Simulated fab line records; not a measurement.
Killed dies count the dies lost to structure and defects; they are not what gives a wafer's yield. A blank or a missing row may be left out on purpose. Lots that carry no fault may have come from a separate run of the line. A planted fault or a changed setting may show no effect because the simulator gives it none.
fab line records | flow berkeleyCmos170
[record] lots = 6 | wafers = 18 | lastDay = 12
route steps=331 shown M1@244 V1@254
lots with no fault: from the same line, run without faults
startH: hours from the record's opening day to when the first of the lot's shown wafers began | waitH: time in hours since the lot's previous step | " same as the row above | L1.1+2: a row that stands for several wafers | - value missing, or start not given | * or withheld: withheld | < > ~ a bound
route shown NAME@n: NAME is a module with steps in the file, n the number in the route of the first one | usual: the fault-free wafers' mean and standard deviation | same: alike in all rows | chamber/n: place in a boat | sites: readings site by site | _std_site: their standard deviation | _edge_site: outer sites' mean less inner sites' | radiusMm: how far each site lies from the wafer's centre | mask NAME#n: copy n | behind: the last tool/chamber to shape the wafer | hold: why the lot was held/for how many hours/how that ended | device: which transistor (n, p or np) failed to switch | end of line: tests of these same wafers at the route's end | where a step has no rows: the recipe by itself | killed: dies lost to structure and defects at the first sort, not the wafer's yield | map: the dies of a wafer, with x for killed, . for not killed, _ for no die there
set.NAME: setting as actually run; set.NAME@STEP: the setting as run at that earlier step | model.NAME: the simulator's own value behind a step, which no gauge read
lots seen at some steps along the route; tables by step, rows by wafer
services: from which hour (startH, from the record's first day; less than 0 if before it) a tool's chamber was out of use, for how many hours, and why
[[steps]]
[step UCB170_M1_EXPOSE_06]
[recipe] maskId = METAL1 | targetCdNm = 700 | na = 0.5 | sigmaOuter = 0.6 | sourceShape = conventional | doseMj = 21
[step UCB170_M1_PEB_07]
[recipe] pebTempC = 130 | pebTimeS = withheld | resist = KrF
[step UCB170_M1_DEVELOP_08]
[recipe] developer = TMAH | developTimeS = 45 | resist = KrF | devTempC = 21
[step UCB170_M1_CD_MEAS_09]
[recipe] targetCdNm = 700
[usual] cdNm = 700.1/1.3
lot.wafer | tool     | chamber | startH | waitH | cdNm
L620.1    | cdSem-02 | -       | 166.01 | -     | 698.7
L620.5    | "        | -       | "      | "     | 697.6
L620.6    | "        | -       | "      | "     | 698.6
L621.1    | cdSem-02 | -       | 166.49 | -     | 698.7
L621.4    | "        | -       | "      | "     | 699.2
L621.5    | "        | -       | "      | "     | 699.3
L623.1    | cdSem-02 | -       | 168.23 | -     | 700.8
L623.4    | "        | -       | "      | "     | 700.8
L623.6    | "        | -       | "      | "     | 700.3
L633.1    | cdSem-01 | -       | 246.35 | -     | 699.1
L633.3    | "        | -       | "      | "     | 698.3
L633.5    | "        | -       | "      | "     | 698.3
L638.1    | cdSem-02 | -       | 255.51 | -     | 699.6
L638.3    | "        | -       | "      | "     | 701.0
L638.5    | "        | -       | "      | "     | 700.8
L640.1    | cdSem-02 | -       | 255.94 | -     | 704.4
L640.2    | "        | -       | "      | "     | 701.3
L640.3    | "        | -       | "      | "     | 702.1
[step UCB170_M1_OVL_MEAS_10]
[usual] M1_OVL = 1/5.6
lot.wafer | tool       | chamber | startH | waitH | M1_OVL[nm]
L620.1    | overlay-01 | -       | 166.13 | 0.1   | 8
L620.5    | "          | -       | "      | "     | -1
L620.6    | "          | -       | "      | "     | 7
L621.1    | overlay-01 | -       | 166.61 | 0.1   | -1
L621.4    | "          | -       | "      | "     | 0
L621.5    | "          | -       | "      | "     | 1
L623.1    | overlay-02 | -       | 168.35 | 0.1   | -2
L623.4    | "          | -       | "      | "     | 4
L623.6    | "          | -       | "      | "     | 5
L633.1    | overlay-02 | -       | 246.47 | 0.1   | 5
L633.3    | "          | -       | "      | "     | 1
L633.5    | "          | -       | "      | "     | 4
L638.1    | overlay-02 | -       | 255.63 | 0.1   | 1
L638.3    | "          | -       | "      | "     | 4
L638.5    | "          | -       | "      | "     | 5
L640.1    | overlay-01 | -       | 256.06 | 0.1   | -6
L640.2    | "          | -       | "      | "     | -2
L640.3    | "          | -       | "      | "     | -2
[step UCB170_M1_ETCH_11]
[recipe] chemistry = N2/H2 | targetDepthA = withheld | overetchA = withheld | target = BARC | timeS = withheld | sourceW = 500 | biasW = 100 | pressureMtorr = 30 | n2FlowSccm = 100 | h2FlowSccm = 200
[usual] chamberPressureMTorr = 30.000/0.03 | drypumpMotorCurrentA = 5.8/0.47 | oesProductAu = 0.997/0.015 | throttleValvePct = 13.26/0.19
lot.wafer | tool       | chamber | startH | waitH | chamberPressureMTorr | drypumpMotorCurrentA | oesProductAu | throttleValvePct
L620.1    | rieDiel-01 | 1       | 166.17 | 0.0   | 30.023               | 5.9                  | 0.983        | 13.04
L620.5    | "          | 2       | "      | "     | 30.039               | 6.0                  | 1.018        | 13.18
L620.6    | "          | 1       | "      | "     | 29.988               | 5.8                  | 0.985        | 13.06
L621.1    | rieDiel-03 | 2       | 166.65 | 0.0   | 29.991               | 6.0                  | 1.006        | 13.36
L621.4    | "          | 0       | "      | "     | 29.995               | 6.2                  | 0.978        | 13.52
L621.5    | "          | 1       | "      | "     | 30.027               | 6.6                  | 1.017        | 13.10
L623.1    | rieDiel-02 | 2       | 168.39 | 0.0   | 30.010               | 5.5                  | 1.014        | 12.98
L623.4    | "          | 3       | "      | "     | 29.977               | 5.9                  | 0.990        | 13.50
L623.6    | "          | 2       | "      | "     | 30.018               | 5.5                  | 1.007        | 12.99
L633.1    | rieDiel-02 | 3       | 246.50 | 0.0   | 30.001               | 5.9                  | 0.983        | 13.51
L633.3    | "          | 1       | "      | "     | 29.996               | 5.7                  | 1.006        | 13.28
L633.5    | "          | 1       | "      | "     | 29.965               | 5.7                  | 1.002        | 13.29
L638.1    | rieDiel-02 | 2       | 255.67 | 0.0   | 30.029               | 5.5                  | 0.995        | 12.97
L638.3    | "          | 3       | "      | "     | 30.024               | 6.0                  | 0.992        | 13.51
L638.5    | "          | 2       | "      | "     | 30.003               | 5.5                  | 1.009        | 12.98
L640.1    | rieDiel-02 | 1       | 256.09 | 0.0   | 29.980               | 5.7                  | 1.014        | 13.29
L640.2    | "          | 0       | "      | "     | 30.025               | 4.8                  | 1.010        | 13.33
L640.3    | "          | 2       | "      | "     | 29.979               | 5.5                  | 1.009        | 13.01
[step UCB170_M1_METAL_ETCH_12]
[recipe] chemistry = Cl2/BCl3 | target = Al | stopOn = PSG | pressureMtorr = 12 | targetDepthA = 7800 | overEtchFrac = 0.3 | timeS = 130 | icpW = 600 | biasW = 120 | Cl2_flow_sccm = 90 | bcl3FlowSccm = 45
[usual] chamberPressureMTorr = 12.001/0.01 | drypumpMotorCurrentA = 5.6/0.39 | heBacksideLeakSccm = 3.28/0.29 | oesProductAu = 0.862/0.0093 | throttleValvePct = 24.18/0.22
[same] overEtchFrac = 0.3
lot.wafer | tool        | chamber | startH | waitH | chamberPressureMTorr | drypumpMotorCurrentA | heBacksideLeakSccm | oesProductAu | rfHoursCounterH | throttleValvePct
L620.1    | rieMetal-02 | 0       | 166.21 | -     | 12.018               | 5.5                  | 2.92               | 0.877        | 9               | 24.27
L620.5    | "           | 1       | "      | "     | 12.002               | 5.2                  | 3.03               | 0.855        | -               | 23.97
L620.6    | "           | 0       | "      | "     | 11.999               | 5.5                  | 3.02               | 0.874        | -               | 24.27
L621.1    | rieMetal-03 | 1       | 166.69 | -     | 12.016               | 6.2                  | 5.88               | 0.861        | 6               | 24.54
L621.4    | "           | 0       | "      | "     | 11.998               | 5.4                  | 3.74               | 0.840        | -               | 23.93
L621.5    | "           | 0       | "      | "     | 12.003               | 5.4                  | 3.68               | 0.851        | -               | 23.92
L623.1    | rieMetal-02 | 1       | 168.43 | -     | 11.995               | 5.3                  | 3.34               | 0.853        | 10              | 23.98
L623.4    | "           | 1       | "      | "     | 12.004               | 5.3                  | 3.05               | 0.851        | -               | 23.97
L623.6    | "           | 1       | "      | "     | 11.999               | 5.3                  | 3.29               | 0.854        | -               | 23.97
L633.1    | rieMetal-02 | 0       | 246.55 | -     | 12.012               | 5.5                  | 3.15               | 0.885        | 11              | 24.27
L633.3    | "           | 0       | "      | "     | 12.001               | 5.5                  | 3.25               | 0.875        | -               | 24.25
L633.5    | "           | 1       | "      | "     | 12.028               | 5.3                  | 3.12               | 0.862        | -               | 23.95
L638.1    | rieMetal-03 | 1       | 255.71 | -     | 12.008               | 6.2                  | 3.11               | 0.867        | 8               | 24.55
L638.3    | "           | 0       | "      | "     | 11.994               | 5.4                  | 3.50               | 0.848        | -               | 23.94
L638.5    | "           | 1       | "      | "     | 12.015               | 6.2                  | 3.22               | 0.865        | -               | 24.55
L640.1    | rieMetal-03 | 1       | 256.14 | -     | 12.008               | 6.2                  | 3.12               | 0.873        | 8               | 24.54
L640.2    | "           | 0       | "      | "     | 11.993               | 5.4                  | 3.51               | 0.857        | 4               | 23.92
L640.3    | "           | 1       | "      | "     | 12.009               | 6.2                  | 3.04               | 0.870        | -               | 24.54
[step UCB170_M1_STRIP_13]
[recipe] chemistry = O2 | powerW = 400 | pressureMtorr = 3500 | platenTempC = withheld | o2FlowSccm = 400 | overashFraction = 0.5
[usual] chamberPressureMTorr = 3499.9/2.9 | drypumpMotorCurrentA = 6.0/0.46 | oesProductAu = 0.721/0.0045
lot.wafer | tool           | chamber | startH | waitH | chamberPressureMTorr | drypumpMotorCurrentA | oesProductAu | rfHoursCounterH
L620.1    | plasmaAsher-04 | 0       | 166.34 | 0.1   | 3501.6               | 6.2                  | 0.716        | 32
L620.5    | "              | 0       | "      | "     | 3495.2               | 6.2                  | 0.723        | -
L620.6    | "              | 1       | "      | "     | 3506.9               | 6.3                  | 0.723        | -
L621.1    | plasmaAsher-03 | 0       | 166.82 | 0.1   | 3497.2               | 5.2                  | 0.724        | 48
L621.4    | "              | 0       | "      | "     | 3497.7               | 5.2                  | 0.720        | -
L621.5    | "              | 0       | "      | "     | 3496.1               | 5.2                  | 0.722        | -
L623.1    | plasmaAsher-01 | 0       | 168.57 | 0.1   | 3500.5               | 5.7                  | 0.713        | 6
L623.4    | "              | 1       | "      | "     | 3500.0               | 6.5                  | 0.723        | -
L623.6    | "              | 0       | "      | "     | 3496.7               | 5.7                  | 0.724        | -
L633.1    | plasmaAsher-04 | 0       | 246.68 | 0.1   | 3498.4               | 6.2                  | 0.718        | 41
L633.3    | "              | 0       | "      | "     | 3498.2               | 6.2                  | 0.717        | -
L633.5    | "              | 0       | "      | "     | 3502.3               | 6.2                  | 0.722        | -
L638.1    | plasmaAsher-01 | 0       | 255.84 | 0.1   | 3500.6               | 5.6                  | 0.728        | 16
L638.3    | "              | 1       | "      | "     | 3497.6               | 6.5                  | 0.719        | -
L638.5    | "              | 1       | "      | "     | 3500.9               | 6.6                  | 0.729        | -
L640.1    | plasmaAsher-01 | 0       | 256.27 | 0.1   | 3497.1               | 5.6                  | 0.719        | 16
L640.2    | "              | 1       | "      | "     | 3501.2               | 6.5                  | 0.728        | 16
L640.3    | "              | 0       | "      | "     | 3496.9               | 5.7                  | 0.723        | -
[step UCB170_M1_CD_MEAS_90]
[recipe] targetCdNm = 700
[usual] cdNm = 699.7/2.1
lot.wafer | tool     | chamber | startH | waitH | cdNm
L620.1    | cdSem-02 | -       | 166.61 | 0.2   | 697.6
L620.5    | "        | -       | "      | "     | 696.3
L620.6    | "        | -       | "      | "     | 696.9
L621.1    | cdSem-02 | -       | 167.01 | 0.2   | 697.8
L621.4    | "        | -       | "      | "     | 700.3
L621.5    | "        | -       | "      | "     | 698.8
L623.1    | cdSem-02 | -       | 168.72 | 0.1   | 697.8
L623.4    | "        | -       | "      | "     | 698.9
L623.6    | "        | -       | "      | "     | 698.0
L633.1    | cdSem-01 | -       | 246.78 | 0.1   | 698.2
L633.3    | "        | -       | "      | "     | 699.2
L633.5    | "        | -       | "      | "     | 698.2
L638.1    | cdSem-01 | -       | 255.94 | 0.1   | 697.7
L638.3    | "        | -       | "      | "     | 699.0
L638.5    | "        | -       | "      | "     | 698.6
L640.1    | cdSem-01 | -       | 256.45 | 0.2   | 704.6
L640.2    | "        | -       | "      | "     | 701.7
L640.3    | "        | -       | "      | "     | 700.8
[step UCB170_M1_ANNEAL_14]
[recipe] tempC = 400 | timeS = 1200 | ambient = formingGas
[step UCB170_V1_CVD_00]
[recipe] material = SiO2 | targetThkNm = 2000 | tempC = 390 | precursor = TEOS/O2 | timeS = 250 | rfW = 550 | pressureMtorr = 9000
[usual] heaterPowerW = 238/52 | susceptorTempC = 390.02/0.24
lot.wafer | tool     | chamber | startH | waitH | heaterPowerW | susceptorTempC
L620.1    | pecvd-04 | 0       | 171.04 | 0.0   | 253          | 390.39
L620.5    | "        | 0       | "      | "     | 194          | 390.18
L620.6    | "        | 2       | "      | "     | 200          | 390.13
L621.1    | pecvd-02 | 0       | 171.04 | 0.0   | 227          | 390.21
L621.4    | "        | 0       | "      | "     | 273          | 390.21
L621.5    | "        | 1       | "      | "     | 256          | 389.77
L623.1    | pecvd-04 | 0       | 171.20 | 0.2   | 240          | 390.40
L623.4    | "        | 1       | "      | "     | 191          | 389.62
L623.6    | "        | 0       | "      | "     | 189          | 390.30
L633.1    | pecvd-03 | 0       | 248.34 | 0.0   | 257          | 389.70
L633.3    | "        | 1       | "      | "     | 329          | 389.88
L633.5    | "        | 1       | "      | "     | 282          | 389.79
L638.1    | pecvd-04 | 1       | 260.73 | 0.0   | 243          | 389.96
L638.3    | "        | 0       | "      | "     | 249          | 389.71
L638.5    | "        | 0       | "      | "     | 185          | 389.76
L640.1    | pecvd-02 | 0       | 260.73 | 0.0   | 223          | 389.63
L640.2    | "        | 2       | "      | "     | 240          | 389.96
L640.3    | "        | 1       | "      | "     | 242          | 389.96
[step UCB170_V1_THK_MEAS_01]
[recipe] reads = SiO2_of_V1_CVD_00
[usual] V1_TEOS_THK = 2008/27
lot.wafer | tool         | chamber | startH | waitH | V1_TEOS_THK[nm]
L620.1    | filmMetro-01 | -       | 171.20 | 0.1   | 1993
L620.5    | "            | -       | "      | "     | 2024
L620.6    | "            | -       | "      | "     | 2016
L621.1    | filmMetro-04 | -       | 171.21 | 0.1   | 1974
L621.4    | "            | -       | "      | "     | 2022
L621.5    | "            | -       | "      | "     | 2061
L623.1    | filmMetro-04 | -       | 171.35 | 0.1   | 1983
L623.4    | "            | -       | "      | "     | 2007
L623.6    | "            | -       | "      | "     | 2016
L633.1    | filmMetro-01 | -       | 248.50 | 0.1   | 2006
L633.3    | "            | -       | "      | "     | 1996
L633.5    | "            | -       | "      | "     | 2020
L638.1    | filmMetro-04 | -       | 260.88 | 0.1   | 1964
L638.3    | "            | -       | "      | "     | 1949
L638.5    | "            | -       | "      | "     | 1990
L640.1    | filmMetro-01 | -       | 260.88 | 0.1   | 1988
L640.2    | "            | -       | "      | "     | 1990
L640.3    | "            | -       | "      | "     | 2001
[step UCB170_V1_CMP_02]
[recipe] material = SiO2 | downForcePsi = 6 | platenRpm = 60 | padVelocityMS = 0.75398
[usual] edgeZonePressureFrac = 1.001/0.005 | motorCurrentA = 16.5/1.3
lot.wafer | tool   | chamber | startH | waitH | edgeZonePressureFrac | motorCurrentA | model.SiO2_of_V1_CVD_00.thkNm
L620.1    | cmp-02 | 2       | 171.36 | 0.1   | 0.989                | 15.0          | 998.4
L620.5    | "      | 0       | "      | "     | 1.003                | 16.8          | 998.7
L620.6    | "      | 1       | "      | "     | 0.987                | 15.4          | 999.7
L621.1    | cmp-01 | 0       | 171.37 | 0.1   | 1.000                | 15.6          | 1343
L621.4    | "      | 1       | "      | "     | 1.006                | 17.4          | 999.9
L621.5    | "      | 2       | "      | "     | 0.997                | 19.0          | 1002
L623.4    | cmp-01 | 0       | 171.67 | 0.3   | 0.995                | 15.5          | 1354
L623.1    | "      | 1       | "      | "     | 1.004                | 17.0          | 1000
L623.6    | "      | 3       | "      | "     | 1.001                | 16.9          | 1000
L633.3    | cmp-02 | 0       | 248.56 | 0.0   | 1.004                | 17.1          | 1001
L633.1    | "      | 2       | "      | "     | 0.996                | 15.9          | 1000
L633.5    | "      | 0       | "      | "     | 1.001                | 15.8          | 1000
L640.1    | cmp-02 | 1       | 260.99 | 0.1   | 0.997                | 15.9          | 999
L640.3    | "      | 3       | "      | "     | 1.009                | 14.9          | 999.4
L640.2    | "      | 0       | "      | "     | 0.999                | 15.8          | 999.3
L638.1    | cmp-01 | 1       | 261.04 | 0.1   | 1.000                | 17.2          | 1000
L638.3    | "      | 2       | "      | "     | 0.997                | 18.7          | 1000
L638.5    | "      | 3       | "      | "     | 1.003                | 16.5          | 998.4
[step UCB170_V1_BOW_MEAS_03]
[recipe] mode = bow
[usual] V1_BOW = 19/7
lot.wafer | tool         | chamber | startH | waitH | V1_BOW[um]
L620.1    | filmMetro-04 | -       | 171.56 | 0.1   | 16
L620.5    | "            | -       | "      | "     | 23
L620.6    | "            | -       | "      | "     | 10
L621.1    | filmMetro-01 | -       | 171.57 | 0.1   | 33
L621.4    | "            | -       | "      | "     | 18
L621.5    | "            | -       | "      | "     | 16
L623.1    | filmMetro-01 | -       | 171.89 | 0.1   | 22
L623.4    | "            | -       | "      | "     | 28
L623.6    | "            | -       | "      | "     | 27
L633.1    | filmMetro-04 | -       | 248.86 | 0.1   | 16
L633.3    | "            | -       | "      | "     | 13
L633.5    | "            | -       | "      | "     | 15
L638.1    | filmMetro-02 | -       | 261.24 | 0.1   | 8
L638.3    | "            | -       | "      | "     | 27
L638.5    | "            | -       | "      | "     | 17
L640.1    | filmMetro-04 | -       | 261.29 | 0.2   | 24
L640.2    | "            | -       | "      | "     | 18
L640.3    | "            | -       | "      | "     | 20
[step UCB170_V1_THK_MEAS_04]
[recipe] reads = SiO2_of_V1_CVD_00
[usual] V1_POLISHED_THK = 999.8/1.2
lot.wafer | tool         | chamber | startH | waitH | V1_POLISHED_THK[nm]
L620.1    | filmMetro-04 | -       | 171.68 | 0.1   | 998.1
L620.5    | "            | -       | "      | "     | 999.5
L620.6    | "            | -       | "      | "     | 999.6
L621.1    | filmMetro-01 | -       | 171.69 | 0.1   | 1343.7
L621.4    | "            | -       | "      | "     | 999.8
L621.5    | "            | -       | "      | "     | 1002.2
L623.1    | filmMetro-01 | -       | 172.01 | 0.1   | 1000.5
L623.4    | "            | -       | "      | "     | 1353.6
L623.6    | "            | -       | "      | "     | 999.6
L633.1    | filmMetro-04 | -       | 248.98 | 0.1   | 999.9
L633.3    | "            | -       | "      | "     | 999.8
L633.5    | "            | -       | "      | "     | 1000.2
L638.1    | filmMetro-02 | -       | 261.36 | 0.1   | 999.7
L638.3    | "            | -       | "      | "     | 999.3
L638.5    | "            | -       | "      | "     | 998.9
L640.1    | filmMetro-04 | -       | 261.41 | 0.1   | 999.5
L640.2    | "            | -       | "      | "     | 999.2
L640.3    | "            | -       | "      | "     | 999.9
[step UCB170_V1_CLEAN_05]
[recipe] chemistry = DIW
[step UCB170_V1_HMDS_06]
[recipe] primeTimeS = 60 | primeTempC = 100
[step UCB170_V1_COAT_07]
[recipe] resist = KrF | spinRpm = 1500 | resistThkNm = 900
[step UCB170_V1_SOFTBAKE_08]
[recipe] resist = KrF | tempC = 130 | timeS = 60
[step UCB170_V1_EXPOSE_09]
[recipe] maskId = VIA1 | targetCdNm = 700 | na = 0.5 | sigmaOuter = 0.6 | sourceShape = conventional | doseMj = 37
[step UCB170_V1_PEB_10]
[recipe] pebTempC = 130 | pebTimeS = withheld | resist = KrF
[step UCB170_V1_DEVELOP_11]
[recipe] developer = TMAH | developTimeS = 47.2 | resist = KrF | devTempC = 21
[step UCB170_V1_CD_MEAS_12]
[recipe] targetCdNm = 700
[usual] cdNm = 700.2/1.4
lot.wafer | tool     | chamber | startH | waitH | cdNm
L620.1    | cdSem-02 | -       | 173.55 | -     | 700.6
L620.5    | "        | -       | "      | "     | 701.0
L620.6    | "        | -       | "      | "     | 702.9
L621.1    | cdSem-02 | -       | 173.81 | -     | 700.5
L621.4    | "        | -       | "      | "     | 699.7
L621.5    | "        | -       | "      | "     | 698.4
L623.1    | cdSem-02 | -       | 175.01 | -     | 699.9
L623.4    | "        | -       | "      | "     | 699.9
L623.6    | "        | -       | "      | "     | 700.7
L633.1    | cdSem-01 | -       | 250.90 | -     | 702.6
L633.3    | "        | -       | "      | "     | 702.3
L633.5    | "        | -       | "      | "     | 703.0
L638.1    | cdSem-01 | -       | 263.25 | -     | 701.6
L638.3    | "        | -       | "      | "     | 702.7
L638.5    | "        | -       | "      | "     | 700.7
L640.1    | cdSem-01 | -       | 263.55 | -     | 701.4
L640.2    | "        | -       | "      | "     | 702.1
L640.3    | "        | -       | "      | "     | 701.6
[step UCB170_V1_OVL_MEAS_13]
[usual] V1_OVL = -3/6.3
lot.wafer | tool       | chamber | startH | waitH | V1_OVL[nm]
L620.1    | overlay-02 | -       | 173.67 | 0.1   | -2
L620.5    | "          | -       | "      | "     | -6
L620.6    | "          | -       | "      | "     | -9
L621.1    | overlay-02 | -       | 173.93 | 0.1   | 4
L621.4    | "          | -       | "      | "     | 3
L621.5    | "          | -       | "      | "     | 4
L623.1    | overlay-01 | -       | 175.13 | 0.1   | -11
L623.4    | "          | -       | "      | "     | -7
L623.6    | "          | -       | "      | "     | -10
L633.1    | overlay-01 | -       | 251.02 | 0.1   | -4
L633.3    | "          | -       | "      | "     | -2
L633.5    | "          | -       | "      | "     | -5
L638.1    | overlay-01 | -       | 263.37 | 0.1   | -15
L638.3    | "          | -       | "      | "     | -9
L638.5    | "          | -       | "      | "     | -9
L640.1    | overlay-01 | -       | 263.67 | 0.1   | 4
L640.2    | "          | -       | "      | "     | 0
L640.3    | "          | -       | "      | "     | 2
[step UCB170_V1_ETCH_14]
[recipe] chemistry = CHF3/CF4/Ar | target = SiO2 | stopOn = Al | CHF3_flow_sccm = 45 | cf4FlowSccm = 15 | Ar_flow_sccm = 150 | pressureMtorr = 200 | rfW = 700 | targetDepthA = 12500 | overEtchFrac = 0.25 | timeS = 291
[usual] CHF3_flow_sccm = 44.98/0.13 | chamberPressureMTorr = 200.01/0.17 | drypumpMotorCurrentA = 5.8/0.57 | oesProductAu = 0.870/0.013 | throttleValvePct = 6.93/0.12
[same] overEtchFrac = 0.25
lot.wafer | tool       | chamber | startH | waitH | CHF3_flow_sccm | chamberPressureMTorr | drypumpMotorCurrentA | oesProductAu | rfHoursCounterH | throttleValvePct | model.etch.depthNm | model.V1.featureDepthNm
L620.1    | rieDiel-04 | 2       | 173.70 | 0.0   | 45.03          | 199.96               | 5.6                  | 0.863        | 71              | 6.81             | 998.4              | 998.4
L620.5    | "          | 2       | "      | "     | 45.09          | 200.21               | 5.6                  | 0.863        | -               | 6.81             | 998.7              | 998.7
L620.6    | "          | 3       | "      | "     | 44.85          | 199.95               | 5.5                  | 0.876        | -               | 6.97             | 999.7              | 999.7
L621.1    | rieDiel-03 | 2       | 173.96 | 0.0   | 45.13          | 199.76               | 5.9                  | 0.993        | 126             | 6.95             | 1229               | 1229
L621.4    | "          | 3       | "      | "     | 45.04          | 200.21               | 5.3                  | 0.873        | 131             | 6.82             | 999.9              | 999.9
L621.5    | "          | 3       | "      | "     | 45.10          | 199.80               | 5.3                  | 0.873        | -               | 6.81             | 1002               | 1002
L623.1    | rieDiel-03 | 3       | 175.16 | 0.0   | 44.92          | 199.92               | 5.3                  | 0.879        | 131             | 6.84             | 1000               | 1001
L623.4    | "          | 0       | "      | "     | 44.97          | 199.98               | 6.2                  | 0.976        | 2               | 7.08             | 1250               | 1250
L623.6    | "          | 0       | "      | "     | 44.94          | 199.68               | 6.2                  | 0.843        | -               | 7.08             | 1000               | 1001
L633.1    | rieDiel-02 | 1       | 251.05 | 0.0   | 44.98          | 199.87               | 5.7                  | 0.880        | 5               | 7.00             | 1000               | 1000
L633.3    | "          | 2       | "      | "     | 45.13          | 199.81               | 5.5                  | 0.871        | 109             | 6.74             | 1001               | 1001
L633.5    | "          | 0       | "      | "     | 45.14          | 200.08               | 4.8                  | 0.878        | -               | 6.96             | 1000               | 1000
L638.1    | rieDiel-03 | 1       | 263.40 | 0.0   | 44.95          | 199.75               | 6.6                  | 0.893        | 3               | 6.78             | 1000               | 1000
L638.3    | "          | 1       | "      | "     | 44.96          | 199.79               | 6.6                  | 0.884        | -               | 6.80             | 1000               | 1000
L638.5    | "          | 0       | "      | "     | 44.84          | 200.27               | 6.2                  | 0.848        | -               | 7.10             | 998.4              | 998.7
L640.1    | rieDiel-02 | 3       | 263.70 | 0.0   | 44.80          | 200.04               | 5.9                  | 0.853        | 30              | 7.09             | 999                | 999
L640.2    | "          | 2       | "      | "     | 44.97          | 200.15               | 5.5                  | 0.871        | 110             | 6.74             | 999.3              | 999.4
L640.3    | "          | 1       | "      | "     | 44.91          | 200.32               | 5.7                  | 0.875        | 6               | 6.97             | 999.4              | 999.5
[step UCB170_V1_STRIP_15]
[recipe] chemistry = O2 | powerW = 400 | pressureMtorr = 3500 | platenTempC = withheld | o2FlowSccm = 400 | overashFraction = 0.5
[usual] chamberPressureMTorr = 3500/3.3 | drypumpMotorCurrentA = 5.7/0.64 | oesProductAu = 0.721/0.0043 | stripTimeToEndpointS = 15.28/0.076
lot.wafer | tool           | chamber | startH | waitH | chamberPressureMTorr | drypumpMotorCurrentA | oesProductAu | rfHoursCounterH | stripTimeToEndpointS
L620.1    | plasmaAsher-04 | 1       | 173.88 | 0.1   | 3505                 | 6.3                  | 0.719        | 33              | 15.32
L620.5    | "              | 0       | "      | "     | 3506                 | 6.3                  | 0.722        | -               | 15.40
L620.6    | "              | 1       | "      | "     | 3499                 | 6.3                  | 0.721        | -               | 15.47
L621.1    | plasmaAsher-02 | 1       | 174.14 | 0.1   | 3497                 | 4.9                  | 0.727        | 46              | 15.30
L621.4    | "              | 0       | "      | "     | 3498                 | 5.1                  | 0.724        | -               | 15.30
L621.5    | "              | 1       | "      | "     | 3492                 | 4.9                  | 0.721        | -               | 15.24
L623.1    | plasmaAsher-01 | 1       | 175.34 | 0.1   | 3502                 | 6.5                  | 0.719        | 6               | 15.29
L623.4    | "              | 1       | "      | "     | 3500                 | 6.5                  | 0.725        | -               | 15.24
L623.6    | "              | 0       | "      | "     | 3497                 | 5.6                  | 0.722        | -               | 15.16
L633.1    | plasmaAsher-04 | 0       | 251.23 | 0.1   | 3501                 | 6.3                  | 0.720        | 42              | 15.23
L633.3    | "              | 1       | "      | "     | 3499                 | 6.3                  | 0.723        | -               | 15.24
L633.5    | "              | 0       | "      | "     | 3499                 | 6.3                  | 0.718        | -               | 15.27
L638.1    | plasmaAsher-01 | 1       | 263.67 | 0.2   | 3496                 | 6.5                  | 0.717        | 16              | 15.26
L638.3    | "              | 0       | "      | "     | 3501                 | 5.7                  | 0.717        | -               | 15.29
L638.5    | "              | 0       | "      | "     | 3504                 | 5.6                  | 0.726        | -               | 15.21
L640.1    | plasmaAsher-02 | 0       | 263.88 | 0.1   | 3497                 | 5.2                  | 0.723        | 57              | 15.34
L640.2    | "              | 1       | "      | "     | 3498                 | 4.9                  | 0.725        | 57              | 15.16
L640.3    | "              | 0       | "      | "     | 3504                 | 5.2                  | 0.725        | -               | 15.32
[[services]]
tool           | chamber | startH | hours | kind
rieDiel-02     | -       | 142.58 | 0.1   | repair
rieDiel-02     | 0       | 143.66 | 12.6  | repair
cmp-02         | -       | 144.83 | 6.5   | repair
pecvd-04       | 0       | 149.61 | -     | clean
pecvd-04       | 1       | 149.61 | -     | clean
pecvd-04       | 2       | 149.61 | -     | clean
plasmaAsher-04 | -       | 153.10 | 4.3   | pm
rieDiel-03     | 1       | 182.19 | -     | clean
rieDiel-03     | 1       | 182.19 | 16.0  | scheduledDown
rieDiel-03     | 1       | 182.19 | 16.0  | ventCycle
rieDiel-01     | 0       | 209.05 | 9.8   | repair
cmp-02         | -       | 212.16 | 5.6   | repair
rieDiel-02     | -       | 218.60 | 14.6  | pm
cmp-01         | -       | 221.58 | 0.4   | repair
rieDiel-03     | -       | 223.06 | 2.8   | pm
cmp-02         | -       | 232.00 | 4.0   | pm
rieDiel-04     | 0       | 234.33 | 7.2   | repair
cmp-02         | -       | 236.00 | -     | consumableReplace:conditioner
pecvd-02       | -       | 242.99 | 1.4   | repair
rieDiel-03     | 3       | 250.66 | -     | clean
rieDiel-03     | 3       | 250.66 | 16.7  | scheduledDown
rieDiel-03     | 3       | 250.66 | 16.7  | ventCycle
rieDiel-03     | 2       | 254.67 | 11.5  | repair
plasmaAsher-01 | -       | 257.30 | 2.8   | pm
[[key]]
[firstSign] step = UCB170_V1_THK_MEAS_04 | reading = V1_POLISHED_THK | direction = up | sigmas = 99+ | usual = 999.8 | struck = 1348.6
[effect] step = UCB170_V1_ETCH_14 | reading = oesProductAu | direction = up | sigmas = 9 | usual = 0.870 | struck = 0.985
[modelEffect] step = UCB170_V1_CMP_02 | value = SiO2_of_V1_CVD_00.thkNm | without = 1002 | struck = 1348
[modelEffect] step = UCB170_V1_ETCH_14 | value = etch.depthNm | without = 1002 | struck = 1239
metAt UCB170_V1_CMP_02
struckWafers L621.1,L623.4
laterRowsLeftOut L621.1,L623.4
sortLeftOut L621.1,L623.4
[fault] kind = processParameterDrift | tool = cmp-01 | chamber = 0 | onsetH = 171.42 | steps = UCB170_V1_CMP_02 | channel = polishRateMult | offset = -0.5 | shape = step | endH = 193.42
// sortLeftOut: the simulated sort isn't trusted on such a fault, so these wafers' sort isn't shown, and their yield isn't known
// laterRowsLeftOut: the simulator's readings of these wafers behind a module that went badly wrong aren't trusted and aren't shown, but for the sort
